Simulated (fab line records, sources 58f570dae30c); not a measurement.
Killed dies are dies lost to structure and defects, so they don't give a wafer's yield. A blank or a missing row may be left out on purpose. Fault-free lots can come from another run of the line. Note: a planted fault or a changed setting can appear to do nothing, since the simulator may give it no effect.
2 desks, one fault / flow berkeleyCmos170 / what lay behind the numbers comes last; until then each desk has only its own

## THE TOOL OWNER'S DESK: implanter-03
UCB170_PLDD_IMPLANT_08, tool's own readings: per-lot mean of the sampled wafers with a number, covering each lot this tool ran. If a lot's mean is further than 4 standard deviations from the usual mean, the lot is out of limits and carries the mark OUT (the distance appears in the brackets).
Columns: A = beamOnS at UCB170_PLDD_IMPLANT_08, usual 9.99 s; B = doseIonsCm2 at UCB170_PLDD_IMPLANT_08, usual 5e+13; C = faradayCurrentUA at UCB170_PLDD_IMPLANT_08, usual 159
lot=L850; first seen here=day 7 01:45; A=10.14; B=5e+13; C=156
lot=L853; first seen here=day 7 16:02; A=9.76; B=5e+13; C=163
lot=L856; first seen here=day 8 18:15; A=39.00 (+99 or more) OUT; B=2e+14 (+99 or more) OUT; C=203 (+13) OUT
lot=L859; first seen here=day 9 06:21; A=38.79 (+99 or more) OUT; B=3e+14 (+99 or more) OUT; C=204 (+14) OUT
lot=L873; first seen here=day 12 16:52; A=10.02; B=5e+13; C=158
This desk's finding: out of limits on L856, L859; first on L856, day 8 18:15 (beamOnS at UCB170_PLDD_IMPLANT_08). Within limits: L850, L853, L873.

## THE METROLOGY DESK
Means of the sampled wafers that have a number, per lot and without regard to the tool the lot ran on: this is what the gauges read. If a lot's mean is further than 4 standard deviations from the usual mean, the lot is out of limits and carries the mark OUT (the distance appears in the brackets).
Columns: A = ACTIVE_OVL at UCB170_ACTIVE_OVL_MEAS_14, usual 2 nm; B = PLDD_TW at UCB170_PLDD_TW_MEAS_11, usual 1008; C = PSD_OVL at UCB170_PSD_OVL_MEAS_07, usual -4 nm; D = NSD_TW at UCB170_NSD_TW_MEAS_10, usual 4173; E = PLDD_RS at UCB170_SDANNEAL_RS_MEAS_04, usual 1031.8 ohm/sq
lot=L850; first seen here=day 4 17:55; A=4; B=998; C=1; D=4208; E=1029.9
lot=L853; first seen here=day 5 03:31; A=8; B=1019; C=-9; D=4164; E=1033.7
lot=L854; first seen here=day 5 17:08; A=4; B=1008; C=-2; D=4176; E=1032.4
lot=L856; first seen here=day 6 03:47; A=4; B=1421 (+50) OUT; C=-10; D=4204; E=461.3 (-99 or more) OUT
lot=L858; first seen here=day 6 12:42; A=4; B=1016; C=-11; D=4177; E=1028.4
lot=L859; first seen here=day 6 18:16; A=2; B=1418 (+49) OUT; C=-9; D=4131; E=460.5 (-99 or more) OUT
lot=L863; first seen here=day 7 07:46; A=3; B=999; C=1; D=4190; E=1032.2
lot=L865; first seen here=day 7 18:29; A=2; B=1017; C=-0; D=4179; E=1029.4
lot=L864; first seen here=day 7 18:35; A=-2; B=1020; C=-3; D=4179; E=1029.1
lot=L868; first seen here=day 8 12:33; A=-5; B=998; C=-6; D=4137; E=1034.2
lot=L869; first seen here=day 8 17:28; A=-0; B=996; C=-4; D=4137; E=1032.4
lot=L871; first seen here=day 9 22:41; A=7; B=1011; C=-8; D=4209; E=1033.1
lot=L872; first seen here=day 9 22:56; A=2; B=1002; C=5; D=4196; E=1032.2
lot=L873; first seen here=day 9 23:13; A=3; B=1008; C=-1; D=4180; E=1035.4
This desk's result: L856, L859 out of limits, first on L856 (PLDD_TW at UCB170_PLDD_TW_MEAS_11), day 8 18:38. Within limits: L850, L853, L854, L858, L863, L865, L864, L868, L869, L871, L872, L873.

## PUT TOGETHER
An alarm could have come from the tool owner's desk at day 8 18:15, on L856, L859.
L856, L859 would have let the metrology desk raise an alarm at day 8 18:38.
All the named lots went through UCB170_PLDD_IMPLANT_08 on implanter-03.

## WHAT THE SIMULATOR HAD INSERTED
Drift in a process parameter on implanter-03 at UCB170_PLDD_IMPLANT_08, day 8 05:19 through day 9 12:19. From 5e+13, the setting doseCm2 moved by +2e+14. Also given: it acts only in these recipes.
Lots struck among those shown: L856, L859.
Time in hours from fault onset to the first out-of-limits reading at each desk: tool owner's desk 13, metrology desk 13.
